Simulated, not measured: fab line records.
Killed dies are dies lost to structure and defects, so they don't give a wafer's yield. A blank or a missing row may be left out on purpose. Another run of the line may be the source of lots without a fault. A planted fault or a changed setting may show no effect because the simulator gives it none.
What tool caused it?    flow ritCmos    14 lots, 42 wafers sampled, at 2 steps of a route of 202

WHAT THE GAUGES READ, wafer by wafer
RIT_PRETRO_TW_MEAS_10. Usual: PRETRO_TW gives 478.5 (standard deviation 2.1).
lot   measured     on            PRETRO_TW          flag
L599  day 2 08:02  filmMetro-01  475.7 479.4 480.0  
L602  day 2 23:43  filmMetro-02  476.8 477.5 478.5  
L603  day 3 04:15  filmMetro-02  478.4 478.9 478.8  
L606  day 3 19:50  filmMetro-04  480.6 482.4 481.5  
L607  day 4 01:10  filmMetro-04  479.9 482.5 480.0  
L608  day 4 06:19  filmMetro-02  477.5 476.8 477.6  
L609  day 4 13:56  filmMetro-02  478.0 477.0 475.3  
L610  day 4 15:02  filmMetro-02  479.0 479.7 477.7  
L611  day 4 20:10  filmMetro-02  474.6 479.2 478.0  
L614  day 5 17:06  filmMetro-02  455.2 455.6 455.2  OFF
L616  day 5 22:54  filmMetro-04  460.2 460.3 458.9  OFF
L618  day 6 08:57  filmMetro-04  479.1 480.8 479.8  
L621  day 6 22:57  filmMetro-01  478.9 479.6 477.9  
L622  day 7 02:43  filmMetro-02  473.1 475.2 477.4  

WHICH TOOL RAN EACH LOT (tool, then ch and the chambers of the sampled wafers, then the start)
lot   RIT_PRETRO_IMPLANT_08
L599  implanter-03 ch 0, day 2 07:43
L602  implanter-03 ch 0, day 2 23:24
L603  implanter-03 ch 0, day 3 03:55
L606  implanter-03 ch 0, day 3 19:31
L607  implanter-01 ch 0, day 4 00:52
L608  implanter-03 ch 0, day 4 05:59
L609  implanter-02 ch 0, day 4 13:30
L610  implanter-03 ch 0, day 4 14:44
L611  implanter-03 ch 0, day 4 19:52
L614  implanter-03 ch 0, day 5 16:49
L616  implanter-03 ch 0, day 5 22:35
L618  implanter-02 ch 0, day 6 08:40
L621  implanter-02 ch 0, day 6 22:40
L622  implanter-02 ch 0, day 7 02:25
- RIT_PRETRO_IMPLANT_08

WHAT THE TOOLS THEMSELVES READ (means of the sampled wafers that have a number; where no wafer has one, the mark that the record gives instead)
RIT_PRETRO_IMPLANT_08. Usual: beamEnergyKeV 45.003, standard deviation 0.016; tiltDeg 7.003 degrees, standard deviation 0.019.
lot   tool          beamEnergyKeV  tiltDeg (degrees)  flag
L599  implanter-03  45.003         7.011              
L602  implanter-03  45.030         7.008              
L603  implanter-03  45.011         6.991              
L606  implanter-03  45.004         7.025              
L607  implanter-01  44.979         6.990              
L608  implanter-03  44.997         6.996              
L609  implanter-02  44.994         6.982              
L610  implanter-03  44.988         6.987              
L611  implanter-03  45.006         7.003              
L614  implanter-03  34.223         6.999              OFF
L616  implanter-03  34.198         7.017              OFF
L618  implanter-02  44.988         7.008              
L621  implanter-02  44.995         7.001              
L622  implanter-02  44.971         7.017              

THE ANSWER, worked out from the rows above alone
Rule: take the mean of a lot's wafers that have a number; if it is more than 3 standard deviations from the usual mean, the lot is off. Also off: a lot with no number at a reading for which 4 or more lots have one. Any other lot the step has rows for is counted as sound. First the gauges in route order, then the tools' own readings, where a lot's mean is used as printed above. At the first step where some lot is off, the reading lying furthest off is the one used; lots without a number count as furthest.
Off: at RIT_PRETRO_TW_MEAS_10 (PRETRO_TW), L614, L616.
A tool fits if, at a process step before that reading, it ran every lot that is off, and no sound lot after the first of them. The gauges at RIT_PRETRO_TW_MEAS_10 aren't tried: what is off there is off at RIT_PRETRO_IMPLANT_08 too, on other tools, and a gauge's error can't cause that. One fits: RIT_PRETRO_IMPLANT_08 on implanter-03. A fault onset in the window from L611 (day 4 19:52, its last sound lot) to L614 (day 5 16:49, its first lot off) fits.
The tool's own readings at RIT_PRETRO_IMPLANT_08 bear it out: on the lots that are off they differ by more than 5 times the standard deviation of the sound lots' means. beamEnergyKeV reads 34.210 there against 44.997 on the sound lots.

WHAT THE SIMULATOR HAD PUT IN
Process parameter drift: implanter-03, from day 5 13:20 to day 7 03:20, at RIT_PRETRO_IMPLANT_08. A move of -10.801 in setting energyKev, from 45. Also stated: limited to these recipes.
Lots struck among those shown: L614, L616. The rule given above showed the same thing.
